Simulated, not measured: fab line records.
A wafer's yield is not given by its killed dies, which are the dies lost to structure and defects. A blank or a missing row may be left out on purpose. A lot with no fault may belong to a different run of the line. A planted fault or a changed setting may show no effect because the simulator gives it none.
Problem report in the 8D (eight disciplines) form, filled by code + flow rit-cmos + the parts of the form that need people (team, actions taken, sign-off) are left out

1. WHAT IS WRONG
GATE_POLY_THK at RIT_GATE_THK_MEAS_09 reads a mean of 386.9 nm on 9 wafers of 3 lots; wafers without a fault read 249.4 nm with a standard deviation of 2.6. That puts it +53 standard deviations away from the usual mean.
Seen first at day 5 23:00 on film-metro-01, wafer L330.3. At this step, 45 wafers from 15 lots have a number in the record. Rule for "out" (also "out of limits"): further than 4 standard deviations from the usual mean. The other wafers with a number count as sound.

2. WHAT IT IS; WHAT IT IS NOT
| question                    | is                           | is not                                                                 |
|-----------------------------|------------------------------|------------------------------------------------------------------------|
| which readings at this step | GATE_POLY_THK                | -                                                                      |
| which lots                  | L330, L331, L332             | L315, L317, L318, L320, L321, L322, L323, L325, L326, L328, L329, L333 |
| which wafers of those lots  | all that have a number       | -                                                                      |
| read on which gauges        | film-metro-01, film-metro-02 | film-metro-03                                                          |
| when                        | from day 5 23:00             | up to then (33 sound wafers); but 3 sound wafers of L333 came after    |

3. THE SUSPECTS, EACH WITH WHAT RULES IT OUT
Counting: a tool stays on the suspect list if, at a process step up to the reading, it processed all lots that are out and no sound lot following the first of them.
- ruled out: the gauge at RIT_GATE_THK_MEAS_09. 2 gauges (film-metro-01, film-metro-02) read the wafers that are out.
- lpcvd-01 at RIT_GATE_CVD_08 (deposits poly-Si from SiH4, target thk 250 nm, time 2220 s): kept. Every lot that is out went through it, starting with L330 (day 5 21:22), and after that it ran no sound lot; the last sound lot it ran before then is L326 (day 5 03:42).
After counting, what remains is lpcvd-01 at RIT_GATE_CVD_08.

4. THE CAUSE (what the simulator had put in)
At RIT_GATE_CVD_08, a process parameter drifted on lpcvd-01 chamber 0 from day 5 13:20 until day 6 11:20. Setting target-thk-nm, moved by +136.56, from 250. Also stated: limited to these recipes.
Counting left only this tool.

5. THE EFFECT CHAIN, in route order
Each row: a reading whose mean over the struck wafers that have a number lies more than 3 standard deviations from the usual. Readings are gone through only where the record gives a usual standard deviation; hours: the median, over the lots, of the time from a lot's start at the first step in this table giving one to that lot's start at this step; sigmas: the change measured in usual standard deviations.
| hours | step                 | reading             | usual      | on struck wafers | change | sigmas |
|-------|----------------------|---------------------|------------|------------------|--------|--------|
| 0     | RIT_GATE_THK_MEAS_09 | GATE_POLY_THK       | 249.4 nm   | 386.9            | +137.5 | +53    |
| 1     | RIT_GATE_ETCH_19     | oes-product-au      | 0.859 a.u. | 0.994            | +0.135 | +9.6   |
| 23    | RIT_M1_PROBE_99      | killed-at-front-end | 7          | 264              | +257   | +80    |
| 23    | RIT_M1_PROBE_99      | killed-dies         | 7          | 264              | +257   | +80    |
| 23    | RIT_M1_PROBE_99      | killed-on-rim       | 1.9        | 70.0             | +68.1  | +49    |
Its process steps:
- RIT_GATE_ETCH_19: etches poly-Si in SF6/CHF3/O2, stops on SiO2, time 165 s, target depth 312.5 nm.
- RIT_M1_PROBE_99

6. HOW IT WOULD HAVE BEEN CAUGHT EARLIER
Counted from the fault's start at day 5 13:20, it took 10 hours until the first out-of-limits reading at a measuring or inspecting step in this record, taken at day 5 23:00.
Tool readings at RIT_GATE_CVD_08 with a usual standard deviation given in the record: none out on any struck wafer, hence no alarm at a limit of 4 standard deviations on them.
Among the 3 lots that are out, L331, L332 began RIT_GATE_CVD_08 on lpcvd-01 after day 5 23:00. A hold on the tool at that time would have spared those 2.
